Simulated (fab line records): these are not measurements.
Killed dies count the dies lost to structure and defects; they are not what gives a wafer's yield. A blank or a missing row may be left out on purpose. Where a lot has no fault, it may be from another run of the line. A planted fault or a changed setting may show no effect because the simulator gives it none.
Which tool was responsible? | flow berkeley-cmos170 | Sampling: 14 lots, 42 wafers, 5 of 331 route steps

== WHAT THE GAUGES READ, wafer by wafer ==
UCB170_START_BOW_MEAS_00.
lot  | measured    | on            | INCOMING_BOW (um)
L919 | day 1 10:00 | film-metro-03 | -8 1 6
L920 | day 1 15:00 | film-metro-03 | 12 -7 -2
L921 | day 1 20:01 | film-metro-01 | -5 3 0
L922 | day 2 01:01 | film-metro-01 | 8 -7 -4
L924 | day 2 11:00 | film-metro-01 | -6 -2 0
L925 | day 2 16:01 | film-metro-02 | 0 -6 -12
L926 | day 2 21:00 | film-metro-03 | 0 -5 1
L927 | day 3 02:02 | film-metro-03 | -6 -6 8
L928 | day 3 07:00 | film-metro-01 | -2 -23 -3
L930 | day 3 17:01 | film-metro-01 | 6 -3 2
L931 | day 3 22:01 | film-metro-01 | -7 -1 -7
L932 | day 4 03:04 | film-metro-01 | -6 -1 -5
L941 | day 6 00:00 | film-metro-02 | 11 6 -2
L942 | day 6 05:02 | film-metro-02 | -1 -8 3

UCB170_START_THK_MEAS_03.
lot  | measured    | on            | START_OXIDE_THK (nm)
L919 | day 1 14:46 | film-metro-02 | 20.2 20.4 20.4
L920 | day 1 21:56 | film-metro-03 | 20.2 20.0 19.8
L921 | day 1 21:57 | film-metro-01 | 20.0 20.1 19.7
L922 | day 2 05:53 | film-metro-02 | 20.5 20.1 20.5
L924 | day 2 14:55 | film-metro-02 | 20.0 20.5 20.5
L925 | day 2 21:41 | film-metro-03 | 19.6 19.5 20.0
L926 | day 3 00:54 | film-metro-01 | 20.5 20.5 20.5
L927 | day 3 07:34 | film-metro-02 | 20.1 19.6 19.8
L928 | day 3 12:02 | film-metro-03 | 20.1 20.2 19.8
L930 | day 4 00:09 | film-metro-01 | 19.6 19.7 19.6
L931 | day 4 00:09 | film-metro-03 | 19.7 19.6 19.6
L932 | day 4 08:31 | film-metro-03 | 20.2 20.0 20.4
L941 | day 6 04:49 | film-metro-03 | 20.2 19.7 19.6
L942 | day 6 12:00 | film-metro-02 | 20.1 19.9 20.1

UCB170_NWELL_THK_MEAS_05.
lot  | measured    | on            | NWELL_NITRIDE_THK (nm)
L919 | day 2 11:32 | film-metro-04 | 221.2 223.0 222.9
L920 | day 2 15:20 | film-metro-02 | 224.6 225.0 223.9
L921 | day 2 15:21 | film-metro-04 | 224.3 224.1 224.2
L922 | day 3 00:58 | film-metro-02 | 222.4 223.9 225.6
L924 | day 3 08:13 | film-metro-03 | 227.5 227.0 228.7
L925 | day 3 16:33 | film-metro-03 | 225.2 224.2 223.2
L926 | day 3 16:32 | film-metro-02 | 226.5 226.2 225.7
L927 | day 4 04:50 | film-metro-02 | 228.0 225.1 228.0
L928 | day 4 04:49 | film-metro-04 | 222.3 222.0 221.6
L930 | day 4 19:32 | film-metro-02 | 220.3 222.8 219.1
L931 | day 4 19:32 | film-metro-03 | 226.6 225.1 226.0
L932 | day 5 05:18 | film-metro-03 | 220.0 221.3 220.5
L941 | day 7 09:43 | film-metro-04 | 220.3 221.3 219.4
L942 | day 7 09:46 | film-metro-03 | 223.1 222.8 222.9

UCB170_ACTIVE_THK_MEAS_06.
lot  | measured    | on            | ACTIVE_NITRIDE_THK (nm)
L919 | day 4 21:26 | film-metro-01 | 219.4 216.8 218.5
L920 | day 4 21:26 | film-metro-02 | 218.2 218.9 218.9
L921 | day 4 21:27 | film-metro-03 | 219.7 220.2 219.1
L922 | day 5 06:26 | film-metro-01 | 219.5 222.0 219.8
L924 | day 5 17:13 | film-metro-03 | 221.8 219.0 218.7
L925 | day 5 17:10 | film-metro-01 | 218.1 218.4 219.4
L926 | day 5 17:09 | film-metro-03 | 218.2 219.5 217.5
L927 | day 6 12:20 | film-metro-03 | 219.5 217.0 217.3
L928 | day 6 12:19 | film-metro-02 | 218.0 219.7 219.6
L930 | day 7 07:33 | film-metro-01 | 436.4 437.6 438.7
L931 | day 7 05:28 | film-metro-02 | 220.1 220.8 220.8
L932 | day 7 19:13 | film-metro-01 | 221.0 220.9 221.1
L941 | day 9 13:15 | film-metro-03 | 437.2 436.9 438.9
L942 | day 9 11:11 | film-metro-03 | 221.4 219.4 221.1

== TOOL THAT RAN EACH LOT (tool first, then ch and the chambers of the sampled wafers, then the start) ==
lot  | UCB170_ACTIVE_CVD_05
L919 | lpcvd-02 ch 1, day 4 19:31
L920 | lpcvd-02 ch 0, day 4 19:31
L921 | lpcvd-02 ch 1, day 4 19:31
L922 | lpcvd-01 ch 0, day 5 04:31
L924 | lpcvd-02 ch 0, day 5 15:11
L925 | lpcvd-02 ch 0, day 5 15:11
L926 | lpcvd-02 ch 0, day 5 15:11
L927 | lpcvd-01 ch 0, day 6 10:23
L928 | lpcvd-01 ch 1, day 6 10:23
L930 | lpcvd-01 ch 1, day 7 03:32
L931 | lpcvd-01 ch 1, day 7 03:32
L932 | lpcvd-02 ch 0, day 7 17:16
L941 | lpcvd-01 ch 0, day 9 09:15
L942 | lpcvd-01 ch 1, day 9 09:15
- UCB170_ACTIVE_CVD_05: deposits Si3N4 from SiH2Cl2/NH3, target thk 220 nm, time 3300 s.

== WHAT THE TOOLS THEMSELVES READ (means of the sampled wafers that have a number; where no wafer has one, the mark that the record gives instead) ==
UCB170_ACTIVE_CVD_05.
lot  | tool     | zone-power-centre-pct (%)
L919 | lpcvd-02 | 37
L920 | lpcvd-02 | 45
L921 | lpcvd-02 | 37
L922 | lpcvd-01 | 37
L924 | lpcvd-02 | 45
L925 | lpcvd-02 | 45
L926 | lpcvd-02 | 45
L927 | lpcvd-01 | 37
L928 | lpcvd-01 | 39
L930 | lpcvd-01 | 39
L931 | lpcvd-01 | 39
L932 | lpcvd-02 | 45
L941 | lpcvd-01 | 36
L942 | lpcvd-01 | 39

== THE ANSWER, worked out from the rows above alone ==
Rule: what is usual is taken from the lots themselves. Put in order of their means at a reading, lots are off if they are a third of the lots or fewer, leave a main group of 4 or more, and stand apart from it by a gap of 3 or more times the standard deviation of the main group's means; of several such gaps the widest counts. The tables above print the reading to a certain number of digits; a main group whose means all agree to those digits is not used. Also off: a lot with no number at a reading for which 4 or more lots have one. Where the step has rows for the other lots, those lots are counted as sound. First the gauges in route order, then the tools' own readings, where a lot's mean is used as printed above. The first step at which some lot is off is used, and at that step the reading that is off furthest; a lot without a number counts as furthest.
Off: L930, L941, at UCB170_ACTIVE_THK_MEAS_06 (ACTIVE_NITRIDE_THK). Main group: mean 219.4 nm, sd 1.
A tool fits if, at a process step before that reading, it ran every lot that is off, and no sound lot after the first of them. Gauges at UCB170_ACTIVE_THK_MEAS_06: tried the same way as those tools. None of those tried fits.

== WHAT WAS PUT IN BY THE SIMULATOR ==
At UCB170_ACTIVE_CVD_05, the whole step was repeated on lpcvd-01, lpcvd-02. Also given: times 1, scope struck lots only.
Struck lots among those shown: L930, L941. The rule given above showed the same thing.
